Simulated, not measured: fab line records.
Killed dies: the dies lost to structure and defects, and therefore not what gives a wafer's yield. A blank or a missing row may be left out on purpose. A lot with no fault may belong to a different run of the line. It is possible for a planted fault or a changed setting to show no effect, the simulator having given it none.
Code-filled problem report in 8D (eight disciplines) form	flow rit_cmos	the parts of the form that need people (team, actions taken, sign-off) are left out

## 1. THE ISSUE
SPACER_NITRIDE_THK at RIT_SPACER_THK_MEAS_04 reads a mean of 292.5 nm on 3 wafers of 1 lot; wafers without a fault read 256.6 nm with a standard deviation of 2.4. That is +15 standard deviations from the usual mean.
Seen first at day 5 05:09 on film_metro-01, wafer L628.2. Wafers with a number at this step in the record: 36, from 12 lots. The rule behind "out" and "out of limits": a value lying over 4 standard deviations away from the usual mean. The rest of the wafers with a number are treated as sound.

## 2. WHAT IT IS AND WHAT IT IS NOT
question	is	is not
which readings at this step	SPACER_NITRIDE_THK	-
which lots	L628	L617, L618, L619, L620, L621, L622, L623, L625, L634, L637, L640
which wafers of those lots	all that have a number	-
read on which gauges	film_metro-01	film_metro-02, film_metro-04
when	from day 5 05:09	up to then (24 sound wafers); but 9 sound wafers of L634, L637, L640 came after

## 3. SUSPECTS, AND WHAT RULES EACH OUT
Counting: a tool at a process step up to the reading stays a suspect if it ran every lot that is out and no sound lot after the first of them.
- the gauge at RIT_SPACER_THK_MEAS_04 is ruled out. All the wafers that are out were read on film_metro-01, but those of them that RIT_SPACER_CVD_03 has rows for are out there too, on other tools.
- lpcvd-02 at RIT_SPACER_CVD_03 (deposits Si3N4 from SiH2Cl2/NH3, target thk 250 nm, time 3386 s): ruled out as a lasting fault. Sound lots L634 ran on it after its first lot that is out, L628 (day 5 03:13).
Left after counting: nothing in the record.

## 4. THE CAUSE (what the simulator had put in)
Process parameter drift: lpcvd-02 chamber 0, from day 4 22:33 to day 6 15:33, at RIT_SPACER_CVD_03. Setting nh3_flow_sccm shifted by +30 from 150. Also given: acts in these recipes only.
The count ruled it out by mistake, since the rule takes a fault to strike every lot its tool runs from the start of the fault on, and this one did not do so.

## 5. THE CHAIN OF EFFECTS, in route order
Rows list readings where the struck wafers' mean (over those with a number) sits beyond 3 standard deviations from the usual. Only readings whose record carries a usual standard deviation are examined. hours: median over the lots of the time between each lot's start at the first step of this table that gives one and its start at this step. sigmas: the change, counted in usual standard deviations.
hours	step	reading	usual	on struck wafers	change	sigmas
0	RIT_SPACER_CVD_03	nh3_flow_sccm	150.0 sccm	180.3	+30.3	+67
2	RIT_SPACER_THK_MEAS_04	SPACER_NITRIDE_THK	256.6 nm	292.5	+35.9	+15
2	RIT_SPACER_ETCHBACK_05	oes_product_au	0.862 a.u.	0.929	+0.067	+4.8
Process steps it contains:
- RIT_SPACER_CVD_03: deposits Si3N4 from SiH2Cl2/NH3, target thk 250 nm, time 3386 s.
- RIT_SPACER_ETCHBACK_05: etches Si3N4 in SF6/CHF3, stops on SiO2, target depth 250 nm, time 240 s.

## 6. WHAT WOULD HAVE CAUGHT IT SOONER
In this record the first reading out of limits at a measuring or inspecting step was taken at day 5 05:09, 7 hours after the fault began at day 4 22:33.
At RIT_SPACER_CVD_03, the tool's own readings (nh3_flow_sccm) were out on each struck wafer the step has a row for, so an alarm limit on them would have fired on the first such wafer.
